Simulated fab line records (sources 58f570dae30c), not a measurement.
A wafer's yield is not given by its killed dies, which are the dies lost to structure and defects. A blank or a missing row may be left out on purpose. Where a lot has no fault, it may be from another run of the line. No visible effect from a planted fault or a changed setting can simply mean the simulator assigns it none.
fab line records :: flow berkeley-cmos170 :: part 2 of 2: steps 33 to 42 of 42
record
  lots=5
  wafers=15
  last-day=13
route steps=331 shown NLDD@170 SPACER@171 PSD@175 NSD@187 BACKSIDE@199 SDANNEAL@204 PLDD@208 SILICIDE@210
lots untouched by any fault: they come from a run of this same line in which no faults occurred
start-h: hours from the record's first day to the start of the lot's first wafer shown :: wait-h: how many hours have passed since the lot's step before this one :: " unchanged from the row above :: L1.1+2: one row covering several wafers at once :: - no value, or no start given :: * or withheld: withheld :: < > ~ a bound
route shown NAME@n: a module of which the file shows steps, and the number in the route of the first :: usual: mean/standard deviation taken from wafers without a fault :: same: alike in all rows :: chamber/n: place in a boat :: sites: readings site by site :: _std_site: their standard deviation :: _edge_site: inner sites' mean taken away from outer sites' mean :: radius-mm: how far each site lies from the wafer's centre :: mask NAME#n: copy n :: behind: the last tool/chamber to shape the wafer :: hold: what put the lot on hold/how long, in hours/how the hold closed :: device: names the non-switching transistor (n, p or np) :: end of line: tests of these same wafers at the route's end :: a step without rows: its recipe alone :: killed: dies that structure and defects cost at the first sort, which is not the same as the wafer's yield :: map: shows each die of a wafer: x if killed, . if not, _ if none is there
set.NAME: setting as actually run; set.NAME@STEP: the setting as run at that earlier step :: model.NAME: the simulator's own value behind a step, which no gauge read
lots at selected steps of the route; one table per step, one row per wafer
services: when a tool's chamber went out of use (start-h, in hours from the record's first day, below 0 if earlier), for how many hours, and the reason
## steps
# step UCB170_BACKSIDE_STRIP_03
# recipe
  chemistry=O2
  power-w=400
  pressure-mtorr=3500
  platen-temp-c=withheld
  o2-flow-sccm=400
  overash-fraction=0.5
# usual
  drypump-motor-current-A=5.7/0.31
  oes-product-au=0.734/0.0043
  strip-time-to-endpoint-s=21.97/0.051
lot.wafer: L076.3
tool: plasma-asher-02
chamber: 0
start-h: 179.60
wait-h: 0.1
drypump-motor-current-A: 5.8
oes-product-au: 0.727
rf-hours-counter-h: -
strip-time-to-endpoint-s: 21.92

lot.wafer: L076.4
tool: plasma-asher-02
chamber: 1
start-h: 179.60
wait-h: 0.1
drypump-motor-current-A: 5.3
oes-product-au: 0.739
rf-hours-counter-h: -
strip-time-to-endpoint-s: 21.95

lot.wafer: L076.6
tool: plasma-asher-02
chamber: 1
start-h: 179.60
wait-h: 0.1
drypump-motor-current-A: 5.3
oes-product-au: 0.739
rf-hours-counter-h: -
strip-time-to-endpoint-s: 21.95

lot.wafer: L079.1
tool: plasma-asher-04
chamber: 0
start-h: 187.86
wait-h: 0.1
drypump-motor-current-A: 5.5
oes-product-au: 0.732
rf-hours-counter-h: 44
strip-time-to-endpoint-s: 21.98

lot.wafer: L079.5
tool: plasma-asher-04
chamber: 0
start-h: 187.86
wait-h: 0.1
drypump-motor-current-A: 5.4
oes-product-au: 0.727
rf-hours-counter-h: -
strip-time-to-endpoint-s: 21.95

lot.wafer: L079.6
tool: plasma-asher-04
chamber: 1
start-h: 187.86
wait-h: 0.1
drypump-motor-current-A: 6.0
oes-product-au: 0.735
rf-hours-counter-h: -
strip-time-to-endpoint-s: 22.01

lot.wafer: L088.1
tool: plasma-asher-01
chamber: 0
start-h: 242.69
wait-h: 0.1
drypump-motor-current-A: 6.1
oes-product-au: 0.735
rf-hours-counter-h: 46
strip-time-to-endpoint-s: 21.99

lot.wafer: L088.5
tool: plasma-asher-01
chamber: 0
start-h: 242.69
wait-h: 0.1
drypump-motor-current-A: 6.0
oes-product-au: 0.728
rf-hours-counter-h: -
strip-time-to-endpoint-s: 22.00

lot.wafer: L088.6
tool: plasma-asher-01
chamber: 1
start-h: 242.69
wait-h: 0.1
drypump-motor-current-A: 5.4
oes-product-au: 0.731
rf-hours-counter-h: -
strip-time-to-endpoint-s: 22.08

lot.wafer: L089.2
tool: plasma-asher-04
chamber: 1
start-h: 253.82
wait-h: 0.1
drypump-motor-current-A: 6.0
oes-product-au: 0.740
rf-hours-counter-h: 50
strip-time-to-endpoint-s: 21.97

lot.wafer: L089.3
tool: plasma-asher-04
chamber: 1
start-h: 253.82
wait-h: 0.1
drypump-motor-current-A: 6.0
oes-product-au: 0.731
rf-hours-counter-h: -
strip-time-to-endpoint-s: 21.95

lot.wafer: L089.4
tool: plasma-asher-04
chamber: 0
start-h: 253.82
wait-h: 0.1
drypump-motor-current-A: 5.4
oes-product-au: 0.738
rf-hours-counter-h: -
strip-time-to-endpoint-s: 21.96

lot.wafer: L096.4
tool: plasma-asher-01
chamber: 1
start-h: 292.54
wait-h: 0.1
drypump-motor-current-A: 5.4
oes-product-au: 0.734
rf-hours-counter-h: -
strip-time-to-endpoint-s: 22.04

lot.wafer: L096.5
tool: plasma-asher-01
chamber: 1
start-h: 292.54
wait-h: 0.1
drypump-motor-current-A: 5.4
oes-product-au: 0.729
rf-hours-counter-h: -
strip-time-to-endpoint-s: 22.02

lot.wafer: L096.6
tool: plasma-asher-01
chamber: 0
start-h: 292.54
wait-h: 0.1
drypump-motor-current-A: 6.1
oes-product-au: 0.736
rf-hours-counter-h: -
strip-time-to-endpoint-s: 22.01
# step UCB170_BACKSIDE_CLEAN_04
# recipe
  chemistry=SPM
  temp-c=120
  time-s=600
lot.wafer: L076.3+4+6
tool: wet-bench-02
chamber: 0
start-h: 179.67
wait-h: 0.0

lot.wafer: L079.1+5+6
tool: wet-bench-01
chamber: 0
start-h: 187.96
wait-h: 0.1

lot.wafer: L088.1+5+6
tool: wet-bench-02
chamber: 1
start-h: 243.12
wait-h: 0.4

lot.wafer: L089.2+3+4
tool: wet-bench-01
chamber: 1
start-h: 253.92
wait-h: 0.1

lot.wafer: L096.4+5+6
tool: wet-bench-01
chamber: 1
start-h: 292.61
wait-h: 0.0
# step UCB170_SDANNEAL_RTA_00
# recipe
  temp-c=900
  time-s=10
  ambient=N2
# usual
  lamp-power-pct=26.4/2.6
  wafer_temp_C_max=903.9/1.5
lot.wafer: L076.3
tool: rtp-anneal-02
chamber: 0
start-h: 179.87
wait-h: 0.0
lamp-power-pct: 28.8
wafer_temp_C_max: 905.2

lot.wafer: L076.4
tool: rtp-anneal-02
chamber: 0
start-h: 179.87
wait-h: 0.0
lamp-power-pct: 28.8
wafer_temp_C_max: 905.5

lot.wafer: L076.6
tool: rtp-anneal-02
chamber: 0
start-h: 179.87
wait-h: 0.0
lamp-power-pct: 28.8
wafer_temp_C_max: 904.4

lot.wafer: L079.1
tool: rtp-anneal-01
chamber: 0
start-h: 188.14
wait-h: 0.0
lamp-power-pct: 23.5
wafer_temp_C_max: 902.6

lot.wafer: L079.5
tool: rtp-anneal-01
chamber: 0
start-h: 188.14
wait-h: 0.0
lamp-power-pct: 23.5
wafer_temp_C_max: 902.0

lot.wafer: L079.6
tool: rtp-anneal-01
chamber: 0
start-h: 188.14
wait-h: 0.0
lamp-power-pct: 23.5
wafer_temp_C_max: 901.5

lot.wafer: L088.1
tool: rtp-anneal-02
chamber: 0
start-h: 243.29
wait-h: 0.0
lamp-power-pct: 28.8
wafer_temp_C_max: 905.0

lot.wafer: L088.5
tool: rtp-anneal-02
chamber: 0
start-h: 243.29
wait-h: 0.0
lamp-power-pct: 28.8
wafer_temp_C_max: 907.6

lot.wafer: L088.6
tool: rtp-anneal-02
chamber: 0
start-h: 243.29
wait-h: 0.0
lamp-power-pct: 28.8
wafer_temp_C_max: 907.4

lot.wafer: L089.2
tool: rtp-anneal-01
chamber: 0
start-h: 254.11
wait-h: 0.0
lamp-power-pct: 23.6
wafer_temp_C_max: 903.4

lot.wafer: L089.3
tool: rtp-anneal-01
chamber: 0
start-h: 254.11
wait-h: 0.0
lamp-power-pct: 23.5
wafer_temp_C_max: 903.1

lot.wafer: L089.4
tool: rtp-anneal-01
chamber: 0
start-h: 254.11
wait-h: 0.0
lamp-power-pct: 23.5
wafer_temp_C_max: 903.4

lot.wafer: L096.4
tool: rtp-anneal-01
chamber: 0
start-h: 292.83
wait-h: 0.0
lamp-power-pct: 23.5
wafer_temp_C_max: 903.0

lot.wafer: L096.5
tool: rtp-anneal-01
chamber: 0
start-h: 292.83
wait-h: 0.0
lamp-power-pct: 23.5
wafer_temp_C_max: 902.9

lot.wafer: L096.6
tool: rtp-anneal-01
chamber: 0
start-h: 292.83
wait-h: 0.0
lamp-power-pct: 23.5
wafer_temp_C_max: 903.1
# step UCB170_SDANNEAL_RTA_01
# recipe
  temp-c=1050
  time-s=5
  ambient=N2
# usual
  lamp-power-pct=41/4.1
  wafer_temp_C_max=1054.5/1.9
lot.wafer: L076.3
tool: rtp-anneal-02
chamber: 0
start-h: 179.93
wait-h: 0.1
lamp-power-pct: 44
wafer_temp_C_max: 1055.4

lot.wafer: L076.4
tool: rtp-anneal-02
chamber: 0
start-h: 179.93
wait-h: 0.1
lamp-power-pct: 44
wafer_temp_C_max: 1056.3

lot.wafer: L076.6
tool: rtp-anneal-02
chamber: 0
start-h: 179.93
wait-h: 0.1
lamp-power-pct: 44
wafer_temp_C_max: 1056.6

lot.wafer: L079.1
tool: rtp-anneal-01
chamber: 0
start-h: 188.27
wait-h: 0.1
lamp-power-pct: 36
wafer_temp_C_max: 1054.1

lot.wafer: L079.5
tool: rtp-anneal-01
chamber: 0
start-h: 188.27
wait-h: 0.1
lamp-power-pct: 36
wafer_temp_C_max: 1053.7

lot.wafer: L079.6
tool: rtp-anneal-01
chamber: 0
start-h: 188.27
wait-h: 0.1
lamp-power-pct: 36
wafer_temp_C_max: 1052.3

lot.wafer: L088.1
tool: rtp-anneal-02
chamber: 0
start-h: 243.36
wait-h: 0.1
lamp-power-pct: 44
wafer_temp_C_max: 1055.1

lot.wafer: L088.5
tool: rtp-anneal-02
chamber: 0
start-h: 243.36
wait-h: 0.1
lamp-power-pct: 44
wafer_temp_C_max: 1055.4

lot.wafer: L088.6
tool: rtp-anneal-02
chamber: 0
start-h: 243.36
wait-h: 0.1
lamp-power-pct: 44
wafer_temp_C_max: 1056.2

lot.wafer: L089.2
tool: rtp-anneal-01
chamber: 0
start-h: 254.17
wait-h: 0.1
lamp-power-pct: 36
wafer_temp_C_max: 1051.9

lot.wafer: L089.3
tool: rtp-anneal-01
chamber: 0
start-h: 254.17
wait-h: 0.1
lamp-power-pct: 36
wafer_temp_C_max: 1052.8

lot.wafer: L089.4
tool: rtp-anneal-01
chamber: 0
start-h: 254.17
wait-h: 0.1
lamp-power-pct: 36
wafer_temp_C_max: 1053.8

lot.wafer: L096.4
tool: rtp-anneal-01
chamber: 0
start-h: 292.90
wait-h: 0.1
lamp-power-pct: 36
wafer_temp_C_max: 1053.2

lot.wafer: L096.5
tool: rtp-anneal-01
chamber: 0
start-h: 292.90
wait-h: 0.1
lamp-power-pct: 36
wafer_temp_C_max: 1053.3

lot.wafer: L096.6
tool: rtp-anneal-01
chamber: 0
start-h: 292.90
wait-h: 0.1
lamp-power-pct: 36
wafer_temp_C_max: 1053.0
# step UCB170_SDANNEAL_RS_MEAS_02
# recipe
  thk-meas-gauge=four-point-probe
# usual
  PSD_RS=75.5/0.33
lot.wafer: L076.3
tool: film-metro-01
chamber: -
start-h: 180.01
wait-h: 0.1
PSD_RS[ohm/sq]: 75.5

lot.wafer: L076.4
tool: film-metro-01
chamber: -
start-h: 180.01
wait-h: 0.1
PSD_RS[ohm/sq]: 75.4

lot.wafer: L076.6
tool: film-metro-01
chamber: -
start-h: 180.01
wait-h: 0.1
PSD_RS[ohm/sq]: 75.7

lot.wafer: L079.1
tool: film-metro-02
chamber: -
start-h: 188.39
wait-h: 0.1
PSD_RS[ohm/sq]: 75.8

lot.wafer: L079.5
tool: film-metro-02
chamber: -
start-h: 188.39
wait-h: 0.1
PSD_RS[ohm/sq]: 75.6

lot.wafer: L079.6
tool: film-metro-02
chamber: -
start-h: 188.39
wait-h: 0.1
PSD_RS[ohm/sq]: 75.3

lot.wafer: L088.1
tool: film-metro-01
chamber: -
start-h: 243.42
wait-h: 0.0
PSD_RS[ohm/sq]: 75.8

lot.wafer: L088.5
tool: film-metro-01
chamber: -
start-h: 243.42
wait-h: 0.0
PSD_RS[ohm/sq]: 75.1

lot.wafer: L088.6
tool: film-metro-01
chamber: -
start-h: 243.42
wait-h: 0.0
PSD_RS[ohm/sq]: 75.2

lot.wafer: L089.2
tool: film-metro-02
chamber: -
start-h: 254.24
wait-h: 0.1
PSD_RS[ohm/sq]: 75.4

lot.wafer: L089.3
tool: film-metro-02
chamber: -
start-h: 254.24
wait-h: 0.1
PSD_RS[ohm/sq]: 75.2

lot.wafer: L089.4
tool: film-metro-02
chamber: -
start-h: 254.24
wait-h: 0.1
PSD_RS[ohm/sq]: 75.5

lot.wafer: L096.4
tool: film-metro-02
chamber: -
start-h: 292.98
wait-h: 0.1
PSD_RS[ohm/sq]: 75.3

lot.wafer: L096.5
tool: film-metro-02
chamber: -
start-h: 292.98
wait-h: 0.1
PSD_RS[ohm/sq]: 75.4

lot.wafer: L096.6
tool: film-metro-02
chamber: -
start-h: 292.98
wait-h: 0.1
PSD_RS[ohm/sq]: 75.4
# step UCB170_SDANNEAL_RS_MEAS_03
# recipe
  thk-meas-gauge=four-point-probe
# usual
  NSD_RS=37.17/0.098
lot.wafer: L076.3
tool: film-metro-01
chamber: -
start-h: 180.13
wait-h: 0.1
NSD_RS[ohm/sq]: 36.90

lot.wafer: L076.4
tool: film-metro-01
chamber: -
start-h: 180.13
wait-h: 0.1
NSD_RS[ohm/sq]: 36.99

lot.wafer: L076.6
tool: film-metro-01
chamber: -
start-h: 180.13
wait-h: 0.1
NSD_RS[ohm/sq]: 37.03

lot.wafer: L079.1
tool: film-metro-02
chamber: -
start-h: 188.51
wait-h: 0.1
NSD_RS[ohm/sq]: 37.15

lot.wafer: L079.5
tool: film-metro-02
chamber: -
start-h: 188.51
wait-h: 0.1
NSD_RS[ohm/sq]: 37.14

lot.wafer: L079.6
tool: film-metro-02
chamber: -
start-h: 188.51
wait-h: 0.1
NSD_RS[ohm/sq]: 37.11

lot.wafer: L088.1
tool: film-metro-01
chamber: -
start-h: 243.54
wait-h: 0.1
NSD_RS[ohm/sq]: 37.21

lot.wafer: L088.5
tool: film-metro-01
chamber: -
start-h: 243.54
wait-h: 0.1
NSD_RS[ohm/sq]: 37.21

lot.wafer: L088.6
tool: film-metro-01
chamber: -
start-h: 243.54
wait-h: 0.1
NSD_RS[ohm/sq]: 37.21

lot.wafer: L089.2
tool: film-metro-02
chamber: -
start-h: 254.36
wait-h: 0.1
NSD_RS[ohm/sq]: 37.15

lot.wafer: L089.3
tool: film-metro-02
chamber: -
start-h: 254.36
wait-h: 0.1
NSD_RS[ohm/sq]: 37.17

lot.wafer: L089.4
tool: film-metro-02
chamber: -
start-h: 254.36
wait-h: 0.1
NSD_RS[ohm/sq]: 37.11

lot.wafer: L096.4
tool: film-metro-02
chamber: -
start-h: 293.10
wait-h: 0.1
NSD_RS[ohm/sq]: 37.19

lot.wafer: L096.5
tool: film-metro-02
chamber: -
start-h: 293.10
wait-h: 0.1
NSD_RS[ohm/sq]: 37.16

lot.wafer: L096.6
tool: film-metro-02
chamber: -
start-h: 293.10
wait-h: 0.1
NSD_RS[ohm/sq]: 37.16
# step UCB170_SDANNEAL_RS_MEAS_04
# recipe
  thk-meas-gauge=four-point-probe
# usual
  PLDD_RS=1030/3.5
lot.wafer: L076.3
tool: film-metro-01
chamber: -
start-h: 180.25
wait-h: 0.1
PLDD_RS[ohm/sq]: 1031

lot.wafer: L076.4
tool: film-metro-01
chamber: -
start-h: 180.25
wait-h: 0.1
PLDD_RS[ohm/sq]: 1028

lot.wafer: L076.6
tool: film-metro-01
chamber: -
start-h: 180.25
wait-h: 0.1
PLDD_RS[ohm/sq]: 1030

lot.wafer: L079.1
tool: film-metro-02
chamber: -
start-h: 188.63
wait-h: 0.1
PLDD_RS[ohm/sq]: 1032

lot.wafer: L079.5
tool: film-metro-02
chamber: -
start-h: 188.63
wait-h: 0.1
PLDD_RS[ohm/sq]: 1035

lot.wafer: L079.6
tool: film-metro-02
chamber: -
start-h: 188.63
wait-h: 0.1
PLDD_RS[ohm/sq]: 1033

lot.wafer: L088.1
tool: film-metro-01
chamber: -
start-h: 243.66
wait-h: 0.1
PLDD_RS[ohm/sq]: 1028

lot.wafer: L088.5
tool: film-metro-01
chamber: -
start-h: 243.66
wait-h: 0.1
PLDD_RS[ohm/sq]: 1026

lot.wafer: L088.6
tool: film-metro-01
chamber: -
start-h: 243.66
wait-h: 0.1
PLDD_RS[ohm/sq]: 1028

lot.wafer: L089.2
tool: film-metro-02
chamber: -
start-h: 254.48
wait-h: 0.1
PLDD_RS[ohm/sq]: 1028

lot.wafer: L089.3
tool: film-metro-02
chamber: -
start-h: 254.48
wait-h: 0.1
PLDD_RS[ohm/sq]: 1027

lot.wafer: L089.4
tool: film-metro-02
chamber: -
start-h: 254.48
wait-h: 0.1
PLDD_RS[ohm/sq]: 1029

lot.wafer: L096.4
tool: film-metro-02
chamber: -
start-h: 293.22
wait-h: 0.1
PLDD_RS[ohm/sq]: 1027

lot.wafer: L096.5
tool: film-metro-02
chamber: -
start-h: 293.22
wait-h: 0.1
PLDD_RS[ohm/sq]: 1026

lot.wafer: L096.6
tool: film-metro-02
chamber: -
start-h: 293.22
wait-h: 0.1
PLDD_RS[ohm/sq]: 1027
# step UCB170_SDANNEAL_RS_MEAS_05
# recipe
  thk-meas-gauge=four-point-probe
# usual
  NLDD_RS=616.2/1.3
lot.wafer: L076.3
tool: film-metro-01
chamber: -
start-h: 180.37
wait-h: 0.1
NLDD_RS[ohm/sq]: 614.9

lot.wafer: L076.4
tool: film-metro-01
chamber: -
start-h: 180.37
wait-h: 0.1
NLDD_RS[ohm/sq]: 616.6

lot.wafer: L076.6
tool: film-metro-01
chamber: -
start-h: 180.37
wait-h: 0.1
NLDD_RS[ohm/sq]: 614.8

lot.wafer: L079.1
tool: film-metro-02
chamber: -
start-h: 188.75
wait-h: 0.1
NLDD_RS[ohm/sq]: 614.3

lot.wafer: L079.5
tool: film-metro-02
chamber: -
start-h: 188.75
wait-h: 0.1
NLDD_RS[ohm/sq]: 617.7

lot.wafer: L079.6
tool: film-metro-02
chamber: -
start-h: 188.75
wait-h: 0.1
NLDD_RS[ohm/sq]: 615.5

lot.wafer: L088.1
tool: film-metro-01
chamber: -
start-h: 243.78
wait-h: 0.1
NLDD_RS[ohm/sq]: 615.7

lot.wafer: L088.5
tool: film-metro-01
chamber: -
start-h: 243.78
wait-h: 0.1
NLDD_RS[ohm/sq]: 614.6

lot.wafer: L088.6
tool: film-metro-01
chamber: -
start-h: 243.78
wait-h: 0.1
NLDD_RS[ohm/sq]: 614.0

lot.wafer: L089.2
tool: film-metro-02
chamber: -
start-h: 254.60
wait-h: 0.1
NLDD_RS[ohm/sq]: 616.5

lot.wafer: L089.3
tool: film-metro-02
chamber: -
start-h: 254.60
wait-h: 0.1
NLDD_RS[ohm/sq]: 617.7

lot.wafer: L089.4
tool: film-metro-02
chamber: -
start-h: 254.60
wait-h: 0.1
NLDD_RS[ohm/sq]: 615.9

lot.wafer: L096.4
tool: film-metro-02
chamber: -
start-h: 293.34
wait-h: 0.1
NLDD_RS[ohm/sq]: 614.7

lot.wafer: L096.5
tool: film-metro-02
chamber: -
start-h: 293.34
wait-h: 0.1
NLDD_RS[ohm/sq]: 616.4

lot.wafer: L096.6
tool: film-metro-02
chamber: -
start-h: 293.34
wait-h: 0.1
NLDD_RS[ohm/sq]: 614.8
# step UCB170_SILICIDE_PRE_CLEAN_00
# recipe
  gas=Ar
  preclean-etch-time-s=60
# same
  preclean-etch-time-s=60
lot.wafer: L076.3+4+6
tool: pvd-sputter-01
chamber: -
start-h: 180.45
wait-h: 0.1

lot.wafer: L079.1+5+6
tool: pvd-sputter-03
chamber: -
start-h: 188.87
wait-h: 0.1

lot.wafer: L088.1+5+6
tool: pvd-sputter-02
chamber: -
start-h: 243.90
wait-h: 0.1

lot.wafer: L089.2+3+4
tool: pvd-sputter-01
chamber: -
start-h: 254.70
wait-h: 0.1

lot.wafer: L096.4+5+6
tool: pvd-sputter-01
chamber: -
start-h: 293.40
wait-h: 0.0
# step UCB170_SILICIDE_SPUTTER_01
# recipe
  material=Ti
  target-thk-nm=30
  time-s=25
  power-w=1500
  chamber-pressure-pa=0.5
# usual
  throttle-valve-pct=30.0/0.98
lot.wafer: L076.3
tool: pvd-sputter-01
chamber: -
start-h: 180.52
wait-h: 0.0
throttle-valve-pct: 31.1

lot.wafer: L076.4
tool: pvd-sputter-01
chamber: -
start-h: 180.52
wait-h: 0.0
throttle-valve-pct: 31.3

lot.wafer: L076.6
tool: pvd-sputter-01
chamber: -
start-h: 180.52
wait-h: 0.0
throttle-valve-pct: 29.0

lot.wafer: L079.1
tool: pvd-sputter-03
chamber: -
start-h: 188.93
wait-h: 0.0
throttle-valve-pct: 28.8

lot.wafer: L079.5
tool: pvd-sputter-03
chamber: -
start-h: 188.93
wait-h: 0.0
throttle-valve-pct: 31.7

lot.wafer: L079.6
tool: pvd-sputter-03
chamber: -
start-h: 188.93
wait-h: 0.0
throttle-valve-pct: 28.6

lot.wafer: L088.1
tool: pvd-sputter-02
chamber: -
start-h: 243.97
wait-h: 0.0
throttle-valve-pct: 30.3

lot.wafer: L088.5
tool: pvd-sputter-02
chamber: -
start-h: 243.97
wait-h: 0.0
throttle-valve-pct: 29.1

lot.wafer: L088.6
tool: pvd-sputter-02
chamber: -
start-h: 243.97
wait-h: 0.0
throttle-valve-pct: 29.9

lot.wafer: L089.2
tool: pvd-sputter-01
chamber: -
start-h: 254.77
wait-h: 0.0
throttle-valve-pct: 28.8

lot.wafer: L089.3
tool: pvd-sputter-01
chamber: -
start-h: 254.77
wait-h: 0.0
throttle-valve-pct: 31.2

lot.wafer: L089.4
tool: pvd-sputter-01
chamber: -
start-h: 254.77
wait-h: 0.0
throttle-valve-pct: 31.1

lot.wafer: L096.4
tool: pvd-sputter-01
chamber: -
start-h: 293.48
wait-h: 0.0
throttle-valve-pct: 31.0

lot.wafer: L096.5
tool: pvd-sputter-01
chamber: -
start-h: 293.48
wait-h: 0.0
throttle-valve-pct: 28.8

lot.wafer: L096.6
tool: pvd-sputter-01
chamber: -
start-h: 293.48
wait-h: 0.0
throttle-valve-pct: 31.6
## services
tool: implanter-01
chamber: -
start-h: 146.35
hours: 2.0
kind: repair

tool: plasma-asher-03
chamber: -
start-h: 148.96
hours: 0.4
kind: repair

tool: rie-diel-03
chamber: -
start-h: 152.39
hours: 1.2
kind: repair

tool: krf-scanner-02
chamber: -
start-h: 161.00
hours: 1.3
kind: pm

tool: pecvd-03
chamber: -
start-h: 163.78
hours: 0.5
kind: repair

tool: pvd-sputter-01
chamber: -
start-h: 166.48
hours: 8.6
kind: repair

tool: rie-diel-03
chamber: 3
start-h: 172.67
hours: 4.9
kind: repair

tool: furnace-02
chamber: -
start-h: 175.35
hours: 2.7
kind: pm

tool: implanter-01
chamber: -
start-h: 191.05
hours: 4.2
kind: repair

tool: pvd-sputter-03
chamber: -
start-h: 193.49
hours: 4.3
kind: repair

tool: furnace-04
chamber: -
start-h: 202.18
hours: 4.3
kind: pm

tool: krf-scanner-01
chamber: -
start-h: 204.68
hours: 0.8
kind: pm

tool: implanter-01
chamber: -
start-h: 207.83
hours: 3.3
kind: repair

tool: krf-scanner-02
chamber: -
start-h: 211.01
hours: 1.0
kind: pm

tool: rtp-anneal-01
chamber: -
start-h: 213.07
hours: 4.9
kind: pm

tool: implanter-03
chamber: -
start-h: 213.37
hours: 6.4
kind: pm

tool: furnace-02
chamber: -
start-h: 222.56
hours: 6.4
kind: pm

tool: krf-scanner-01
chamber: -
start-h: 226.16
hours: 1.3
kind: pm

tool: wet-bench-04
chamber: -
start-h: 229.40
hours: 1.9
kind: pm

tool: krf-scanner-01
chamber: -
start-h: 254.96
hours: 0.3
kind: repair

tool: furnace-02
chamber: -
start-h: 263.05
hours: 4.1
kind: pm

tool: wet-bench-01
chamber: -
start-h: 263.51
hours: 2.1
kind: repair

tool: krf-scanner-01
chamber: -
start-h: 278.14
hours: 1.0
kind: pm

tool: wet-bench-04
chamber: -
start-h: 280.14
hours: 39.0
kind: pm
